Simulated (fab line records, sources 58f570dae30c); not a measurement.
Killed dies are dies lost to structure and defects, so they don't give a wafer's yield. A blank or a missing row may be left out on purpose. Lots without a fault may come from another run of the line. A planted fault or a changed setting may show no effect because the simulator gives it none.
A struck lot beside a sound one | flow berkeley_cmos170 | 16 steps out of a route of 331
Sound: wafers L997.2, L997.4, L997.6. Struck: wafers L111.1, L111.2, L111.4. The cause comes at the end.
At each step with rows: each side's tool, then ch and its chambers, then its first start. Under that, the readings that differ: sound wafers | struck wafers | difference of the means | sigmas: that difference in standard deviations of wafers without a fault.
alike: readings whose means differ by less than 2 such deviations, and words and numbers that are the same on both sides. not compared: withheld readings, readings that some wafer has no value for, bounds like >300 that may hide the same value, and numbers for which the record gives no deviation and whose values overlap.
The two part at a step that has a row with sigmas, a row that says differs or no value, or rows on one side only. Numbers that don't overlap but have no deviation are shown without sigmas and don't part them. A reading that every wafer of one side lacks parts them only if that side has two wafers or more.

UCB170_SACOX_THK_MEAS_02:
  sound on film_metro-01, day 4 17:04; struck on film_metro-03, day 8 01:14
  alike: SACOX_OXIDE_THK
then, 2 steps without rows for these wafers: UCB170_SCREENOX_WET_ETCH_00 (etches SiO2 in dHF, time 200 s); UCB170_SCREENOX_OXIDATION_01 (target thk 14.4 nm, ox time 2400 s).
UCB170_SCREENOX_THK_MEAS_02:
  sound on film_metro-02, day 4 22:34; struck on film_metro-04, day 8 06:40
  alike: SCREENOX_OXIDE_THK
then, 7 steps without rows for these wafers: UCB170_SCREENOX_ANNEAL_03 (time 900 s); UCB170_NVT_HMDS_00 (prime time 60 s); UCB170_NVT_COAT_01 (resist thk 900 nm); UCB170_NVT_SOFTBAKE_02 (time 60 s); UCB170_NVT_EXPOSE_03 (exposes mask PWELL, target cd 3000 nm); UCB170_NVT_PEB_04; UCB170_NVT_DEVELOP_05 (develop time 45 s).
UCB170_NVT_OVL_MEAS_06:
  sound on overlay-02, day 5 03:47; struck on overlay-01, day 8 13:03
  alike: NVT_OVL
UCB170_NVT_IMPLANT_07:
  sound on implanter-03 ch 0, day 5 03:50; struck on implanter-02 ch 0, day 8 13:05
  reading            | sound                     | struck                       | difference | sigmas
  dose_ions_cm2      | 2.997e+12 3e+12 2.997e+12 | 3.478e+12 3.482e+12 3.49e+12 | +4.853e+11 | +99 or more
  faraday_current_uA | 9.51 9.65 9.29            | 11.37 10.99 11.20            | +1.70      | +9
UCB170_NVT_STRIP_08: strips in O2.
  sound on plasma_asher-03 ch 0,1, day 5 03:58; struck on plasma_asher-01 ch 0,1, day 8 13:14
  reading               | sound             | struck            | difference | sigmas
  oes_product_au (a.u.) | 0.731 0.729 0.733 | 0.740 0.745 0.741 | +0.011     | +2
  alike: drypump_motor_current_A, strip_time_to_endpoint_s
  not compared: rf_hours_counter_h
UCB170_NVT_TW_MEAS_09:
  sound on film_metro-04, day 5 04:05; struck on film_metro-01, day 8 13:34
  reading | sound       | struck      | difference | sigmas
  NVT_TW  | 517 519 520 | 536 536 538 | +18        | +4
  not compared: hold
-- the record jumps here: 2 days lie between the struck wafers' starts before and after (it left off in module NVT and takes up again in module M3, whose first step shown is number 331 of the route) --
UCB170_M3_PROBE_99:
  the record has rows for the struck wafers here (prober-01, day 10 19:52) and none for the sound ones

WHERE THEY PART
First at UCB170_NVT_IMPLANT_07; last, within this record, at UCB170_M3_PROBE_99.

WHY: what the simulator had put in
Process parameter drift: implanter-02, from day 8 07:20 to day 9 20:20, at UCB170_NVT_IMPLANT_07. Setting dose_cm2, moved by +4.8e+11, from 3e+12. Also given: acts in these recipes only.
